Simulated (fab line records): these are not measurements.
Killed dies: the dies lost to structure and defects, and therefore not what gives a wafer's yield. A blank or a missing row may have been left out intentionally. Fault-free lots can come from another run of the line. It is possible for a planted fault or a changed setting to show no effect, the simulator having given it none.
Chamber matching || flow ritCmos || wetBench-03 running RIT_SDANNEAL_CLEAN_00: 4 sister chambers
The step cleans in SC1, time 572.4 s. 14 wafers are shown with their chamber, then 7 later ones without.

WAFERS WITH THEIR CHAMBER
{"wafer": "L631.1", "chamber": 1, "bathGuardTempC (C)": 74.6, "tempC (C)": 75.04}
{"wafer": "L631.4", "chamber": 1, "bathGuardTempC (C)": 74.4, "tempC (C)": 74.90}
{"wafer": "L631.6", "chamber": 1, "bathGuardTempC (C)": 74.7, "tempC (C)": 74.96}
{"wafer": "L638.2", "chamber": 0, "bathGuardTempC (C)": 75.0, "tempC (C)": 74.89}
{"wafer": "L638.4", "chamber": 0, "bathGuardTempC (C)": 75.1, "tempC (C)": 74.91}
{"wafer": "L638.6", "chamber": 0, "bathGuardTempC (C)": 75.4, "tempC (C)": 74.88}
{"wafer": "L643.1", "chamber": 3, "bathGuardTempC (C)": 75.0, "tempC (C)": 74.90}
{"wafer": "L643.2", "chamber": 3, "bathGuardTempC (C)": 75.0, "tempC (C)": 74.98}
{"wafer": "L643.6", "chamber": 3, "bathGuardTempC (C)": 75.4, "tempC (C)": 74.98}
{"wafer": "L644.2", "chamber": 2, "bathGuardTempC (C)": 74.8, "tempC (C)": 74.97}
{"wafer": "L644.3", "chamber": 2, "bathGuardTempC (C)": 75.2, "tempC (C)": 74.94}
{"wafer": "L644.5", "chamber": 2, "bathGuardTempC (C)": 75.2, "tempC (C)": 75.07}
{"wafer": "L645.3", "chamber": 0, "bathGuardTempC (C)": 75.7, "tempC (C)": 74.86}
{"wafer": "L645.4", "chamber": 0, "bathGuardTempC (C)": 75.2, "tempC (C)": 75.09}

SIGNATURES, as means of the wafers listed above
{"reading": "bathGuardTempC", "chamber 0": 75.280, "chamber 1": 74.567, "chamber 2": 75.067, "chamber 3": 75.133, "scatter within a chamber": 0.238}
{"reading": "tempC", "chamber 0": 74.9260, "chamber 1": 74.9667, "chamber 2": 74.9933, "chamber 3": 74.9533, "scatter within a chamber": 0.0764}
Rule: for each reading, subtract the chamber's mean from the wafer's reading, divide by that reading's scatter and square the result; add these up over the readings and take the root, which gives the wafer's distance from the chamber. If the next closest chamber is less than 2 further off than the closest, the wafer can't be placed; otherwise it belongs to the closest. The scatter: the root of (the sum of the squares of (reading less its chamber's mean) over the shown wafers, divided by (wafers less chambers)).

WAFERS WHOSE CHAMBER IS MISSING
{"wafer": "L645.5", "bathGuardTempC (C)": 75.3, "tempC (C)": 74.89}
{"wafer": "L646.1", "bathGuardTempC (C)": 75.3, "tempC (C)": 75.06}
{"wafer": "L646.2", "bathGuardTempC (C)": 75.0, "tempC (C)": 75.09}
{"wafer": "L646.3", "bathGuardTempC (C)": 75.4, "tempC (C)": 75.17}
{"wafer": "L648.2", "bathGuardTempC (C)": 75.1, "tempC (C)": 74.74}
{"wafer": "L648.3", "bathGuardTempC (C)": 75.0, "tempC (C)": 74.92}
{"wafer": "L648.5", "bathGuardTempC (C)": 74.9, "tempC (C)": 74.78}

WHICH CHAMBER EACH WENT THROUGH
{"wafer": "L645.5", "from the rows above": "can't be placed: 0 or 3 or 2", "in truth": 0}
{"wafer": "L646.1", "from the rows above": "can't be placed: 2 or 3 or 0 or 1", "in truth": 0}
{"wafer": "L646.2", "from the rows above": "can't be placed: 2 or 3 or 1 or 0", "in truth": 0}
{"wafer": "L646.3", "from the rows above": "can't be placed: 2 or 3 or 0 or 1", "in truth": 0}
{"wafer": "L648.2", "from the rows above": "can't be placed: 0 or 3 or 2 or 1", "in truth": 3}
{"wafer": "L648.3", "from the rows above": "can't be placed: 3 or 2 or 0 or 1", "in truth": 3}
{"wafer": "L648.5", "from the rows above": "can't be placed: 3 or 0 or 1 or 2", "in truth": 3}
Correctly placed: 0 of 7. These rows do not allow placing 7 (true chamber among the candidates in 7). 0 placed wrongly.
